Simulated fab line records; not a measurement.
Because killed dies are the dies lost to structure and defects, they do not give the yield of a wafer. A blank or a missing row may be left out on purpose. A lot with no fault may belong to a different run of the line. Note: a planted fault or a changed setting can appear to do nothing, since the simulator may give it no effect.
Lot-split experiment :: flow berkeley-cmos170 :: 5 lots, 23 wafers read, on a route of 331 steps

## THE SPLIT ITSELF
At UCB170_M2_SPUTTER_01 (material Al, target thk 900 nm, time 120 s), the setting chamber-pressure-pa was moved away from the recipe's 0.5 Pa on 20 of the 23 wafers read, by -11.1% to +10.9%. For the rest of the wafers, this setting stayed at what the recipe calls for.

The reading is taken at the split's own step.

## THE READING
Al_of_M2_SPUTTER_01.thk-nm (the simulator's own value, which no gauge read), in nm, at UCB170_M2_SPUTTER_01 (material Al, target thk 900 nm, time 120 s). No usual value for it is given in the file. Here, 3 wafers ran the recipe; their average is 896.8 nm with a standard deviation of 2.8 nm.

wafer: L074.1
tool, chamber at the split: pvd-sputter-02, -
chamber-pressure-pa as run, Pa: 0.5276
against the recipe: +5.5%
Al_of_M2_SPUTTER_01.thk-nm, nm: 872.5
against lot-mates on the recipe: no lot-mate on the recipe

wafer: L074.2
tool, chamber at the split: pvd-sputter-02, -
chamber-pressure-pa as run, Pa: 0.5276
against the recipe: +5.5%
Al_of_M2_SPUTTER_01.thk-nm, nm: 886.3
against lot-mates on the recipe: no lot-mate on the recipe

wafer: L074.3
tool, chamber at the split: pvd-sputter-02, -
chamber-pressure-pa as run, Pa: 0.5276
against the recipe: +5.5%
Al_of_M2_SPUTTER_01.thk-nm, nm: 883.2
against lot-mates on the recipe: no lot-mate on the recipe

wafer: L074.4
tool, chamber at the split: pvd-sputter-02, -
chamber-pressure-pa as run, Pa: 0.5276
against the recipe: +5.5%
Al_of_M2_SPUTTER_01.thk-nm, nm: 872
against lot-mates on the recipe: no lot-mate on the recipe

wafer: L074.5
tool, chamber at the split: pvd-sputter-02, -
chamber-pressure-pa as run, Pa: 0.5276
against the recipe: +5.5%
Al_of_M2_SPUTTER_01.thk-nm, nm: 884.3
against lot-mates on the recipe: no lot-mate on the recipe

wafer: L076.1
tool, chamber at the split: pvd-sputter-02, -
chamber-pressure-pa as run, Pa: 0.5543
against the recipe: +10.9%
Al_of_M2_SPUTTER_01.thk-nm, nm: 871.1
against lot-mates on the recipe: no lot-mate on the recipe

wafer: L076.2
tool, chamber at the split: pvd-sputter-02, -
chamber-pressure-pa as run, Pa: 0.5543
against the recipe: +10.9%
Al_of_M2_SPUTTER_01.thk-nm, nm: 864.2
against lot-mates on the recipe: no lot-mate on the recipe

wafer: L076.3
tool, chamber at the split: pvd-sputter-02, -
chamber-pressure-pa as run, Pa: 0.5543
against the recipe: +10.9%
Al_of_M2_SPUTTER_01.thk-nm, nm: 874.4
against lot-mates on the recipe: no lot-mate on the recipe

wafer: L076.5
tool, chamber at the split: pvd-sputter-02, -
chamber-pressure-pa as run, Pa: 0.5543
against the recipe: +10.9%
Al_of_M2_SPUTTER_01.thk-nm, nm: 875.7
against lot-mates on the recipe: no lot-mate on the recipe

wafer: L076.6
tool, chamber at the split: pvd-sputter-02, -
chamber-pressure-pa as run, Pa: 0.5543
against the recipe: +10.9%
Al_of_M2_SPUTTER_01.thk-nm, nm: 870.1
against lot-mates on the recipe: no lot-mate on the recipe

wafer: L079.1
tool, chamber at the split: pvd-sputter-02, -
chamber-pressure-pa as run, Pa: 0.4447
against the recipe: -11.1%
Al_of_M2_SPUTTER_01.thk-nm, nm: 923.2
against lot-mates on the recipe: no lot-mate on the recipe

wafer: L079.2
tool, chamber at the split: pvd-sputter-02, -
chamber-pressure-pa as run, Pa: 0.4447
against the recipe: -11.1%
Al_of_M2_SPUTTER_01.thk-nm, nm: 917.4
against lot-mates on the recipe: no lot-mate on the recipe

wafer: L079.3
tool, chamber at the split: pvd-sputter-02, -
chamber-pressure-pa as run, Pa: 0.4447
against the recipe: -11.1%
Al_of_M2_SPUTTER_01.thk-nm, nm: 922.6
against lot-mates on the recipe: no lot-mate on the recipe

wafer: L079.5
tool, chamber at the split: pvd-sputter-02, -
chamber-pressure-pa as run, Pa: 0.4447
against the recipe: -11.1%
Al_of_M2_SPUTTER_01.thk-nm, nm: 918.9
against lot-mates on the recipe: no lot-mate on the recipe

wafer: L079.6
tool, chamber at the split: pvd-sputter-02, -
chamber-pressure-pa as run, Pa: 0.4447
against the recipe: -11.1%
Al_of_M2_SPUTTER_01.thk-nm, nm: 924.4
against lot-mates on the recipe: no lot-mate on the recipe

wafer: L082.2
tool, chamber at the split: pvd-sputter-01, -
chamber-pressure-pa as run, Pa: 0.5368
against the recipe: +7.4%
Al_of_M2_SPUTTER_01.thk-nm, nm: 890
against lot-mates on the recipe: no lot-mate on the recipe

wafer: L082.6
tool, chamber at the split: pvd-sputter-01, -
chamber-pressure-pa as run, Pa: 0.5368
against the recipe: +7.4%
Al_of_M2_SPUTTER_01.thk-nm, nm: 890
against lot-mates on the recipe: no lot-mate on the recipe

wafer: L082.3
tool, chamber at the split: pvd-sputter-01, -
chamber-pressure-pa as run, Pa: 0.5368
against the recipe: +7.4%
Al_of_M2_SPUTTER_01.thk-nm, nm: 885.4
against lot-mates on the recipe: no lot-mate on the recipe

wafer: L082.4
tool, chamber at the split: pvd-sputter-01, -
chamber-pressure-pa as run, Pa: 0.5368
against the recipe: +7.4%
Al_of_M2_SPUTTER_01.thk-nm, nm: 897.3
against lot-mates on the recipe: no lot-mate on the recipe

wafer: L082.5
tool, chamber at the split: pvd-sputter-01, -
chamber-pressure-pa as run, Pa: 0.5368
against the recipe: +7.4%
Al_of_M2_SPUTTER_01.thk-nm, nm: 897
against lot-mates on the recipe: no lot-mate on the recipe

wafer: L083.3
tool, chamber at the split: pvd-sputter-03, -
chamber-pressure-pa as run, Pa: 0.5
against the recipe: recipe
Al_of_M2_SPUTTER_01.thk-nm, nm: 899.8
against lot-mates on the recipe: -

wafer: L083.5
tool, chamber at the split: pvd-sputter-03, -
chamber-pressure-pa as run, Pa: 0.5
against the recipe: recipe
Al_of_M2_SPUTTER_01.thk-nm, nm: 893.1
against lot-mates on the recipe: -

wafer: L083.6
tool, chamber at the split: pvd-sputter-03, -
chamber-pressure-pa as run, Pa: 0.5
against the recipe: recipe
Al_of_M2_SPUTTER_01.thk-nm, nm: 897.6
against lot-mates on the recipe: -

THE FIT
A straight line over all 23 wafers: Al_of_M2_SPUTTER_01.thk-nm changes by -2.13 nm for each +1% of chamber-pressure-pa; r = -0.92; the points scatter about the line by 7.5 nm.
Too few moved wafers have a lot-mate on the recipe to fit a line with each lot's own level taken away.

## FILE'S OWN FIT
Al_of_M2_SPUTTER_01.thk-nm changes by -2.13 nm for each +1% of chamber-pressure-pa, r = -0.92.
